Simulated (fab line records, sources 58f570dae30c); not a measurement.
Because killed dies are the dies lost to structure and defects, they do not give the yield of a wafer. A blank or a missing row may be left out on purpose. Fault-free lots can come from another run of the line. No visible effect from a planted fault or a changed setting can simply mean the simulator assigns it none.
The tool behind it: which one? + flow berkeleyCmos170 + 13 lots, 39 wafers sampled, at 2 steps of a route of 331

== WHAT EACH GAUGE READ, for each wafer ==
UCB170_V2_CD_MEAS_12 targets a cd of 700 nm.
| lot  | measured     | on       | cdNm (nm)         |
|------|--------------|----------|-------------------|
| L873 | day 9 01:10  | cdSem-02 | 698.9 698.8 698.7 |
| L874 | day 9 01:35  | cdSem-02 | 700.2 698.8 698.5 |
| L876 | day 9 23:23  | cdSem-02 | 700.7 699.6 701.5 |
| L875 | day 10 00:53 | cdSem-02 | 699.6 700.7 699.1 |
| L877 | day 10 17:02 | cdSem-02 | 697.7 696.7 696.5 |
| L878 | day 10 18:09 | cdSem-01 | 697.2 697.3 697.6 |
| L879 | day 11 11:05 | cdSem-01 | 697.9 698.4 697.9 |
| L881 | day 11 14:58 | cdSem-02 | 699.2 699.8 698.2 |
| L890 | day 13 11:36 | cdSem-02 | 698.2 698.7 698.3 |
| L891 | day 13 18:08 | cdSem-01 | 707.1 711.9 699.7 |
| L892 | day 13 19:56 | cdSem-02 | 699.5 700.5 701.8 |
| L895 | day 14 05:10 | cdSem-01 | 699.8 698.6 701.2 |
| L893 | day 14 08:17 | cdSem-02 | 698.8 700.6 700.5 |

== WHAT TOOL EACH LOT RAN ON (gives the tool, then ch and the chambers of the sampled wafers, and finally the start) ==
| lot  | UCB170_V2_EXPOSE_09              |
|------|----------------------------------|
| L873 | krfScanner-02 ch 0, day 9 00:36  |
| L874 | krfScanner-02 ch 0, day 9 01:11  |
| L876 | krfScanner-02 ch 0, day 9 23:00  |
| L875 | krfScanner-02 ch 0, day 10 00:29 |
| L877 | krfScanner-01 ch 0, day 10 16:39 |
| L878 | krfScanner-01 ch 0, day 10 17:46 |
| L879 | krfScanner-02 ch 0, day 11 09:58 |
| L881 | krfScanner-02 ch 0, day 11 14:23 |
| L890 | krfScanner-01 ch 0, day 13 10:59 |
| L891 | krfScanner-02 ch 0, day 13 17:16 |
| L892 | krfScanner-01 ch 0, day 13 19:00 |
| L895 | krfScanner-01 ch 0, day 14 04:46 |
| L893 | krfScanner-01 ch 0, day 14 07:23 |
- UCB170_V2_EXPOSE_09: exposes mask VIA2, target cd 700 nm.

== WHAT THE TOOLS THEMSELVES READ (means of the sampled wafers that have a number; where no wafer has one, the mark that the record gives instead) ==
UCB170_V2_EXPOSE_09.
| lot  | tool          | exposureDoseMJCm2 |
|------|---------------|-------------------|
| L873 | krfScanner-02 | 36.97             |
| L874 | krfScanner-02 | 37.02             |
| L876 | krfScanner-02 | 37.02             |
| L875 | krfScanner-02 | 37.02             |
| L877 | krfScanner-01 | 37.02             |
| L878 | krfScanner-01 | 36.99             |
| L879 | krfScanner-02 | 37.07             |
| L881 | krfScanner-02 | 37.05             |
| L890 | krfScanner-01 | 36.94             |
| L891 | krfScanner-02 | 36.76             |
| L892 | krfScanner-01 | 36.97             |
| L895 | krfScanner-01 | 37.00             |
| L893 | krfScanner-01 | 36.99             |

== THE ANSWER, worked out from the rows above alone ==
Rule: what is usual is taken from the lots themselves. Put in order of their means at a reading, lots are off if they are a third of the lots or fewer, leave a main group of 4 or more, and stand apart from it by a gap of 3 or more times the standard deviation of the main group's means; of several such gaps the widest counts. A main group is skipped when, at the precision printed for the reading in the tables above, its means are all equal. A lot without any number at a reading at which 4 lots or more have one is off too. Where the step has rows for the other lots, those lots are counted as sound. Order of review: gauges by route order, followed by the tools' own readings, for which a lot's mean as printed above is used. The first step at which some lot is off is used, and at that step the reading that is off furthest; a lot without a number counts as furthest.
Off: L891, at UCB170_V2_CD_MEAS_12 (cdNm). For the main group the mean is 699.1 nm and the standard deviation 1.1.
A tool fits if, at a process step before that reading, it ran every lot that is off, and no sound lot after the first of them. The gauges at UCB170_V2_CD_MEAS_12 aren't tried: what is off there is off at UCB170_V2_EXPOSE_09 too, on other tools, and a gauge's error can't cause that. One fits: UCB170_V2_EXPOSE_09 on krfScanner-02. Its last sound lot is L881 (day 11 14:23), its first lot that is off L891 (day 13 17:16): a fault that began between those two fits.
The tool's own readings at UCB170_V2_EXPOSE_09 bear it out: on the lots that are off they differ by more than 5 times the standard deviation of the sound lots' means. exposureDoseMJCm2 reads 36.76 there against 37.01 on the sound lots.

== WHAT THE SIMULATOR PUT IN ==
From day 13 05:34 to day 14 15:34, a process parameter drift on krfScanner-02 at UCB170_V2_EXPOSE_09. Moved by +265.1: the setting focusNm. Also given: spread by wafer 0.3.
Shown lots that were struck: L891. The rule given above showed the same thing.
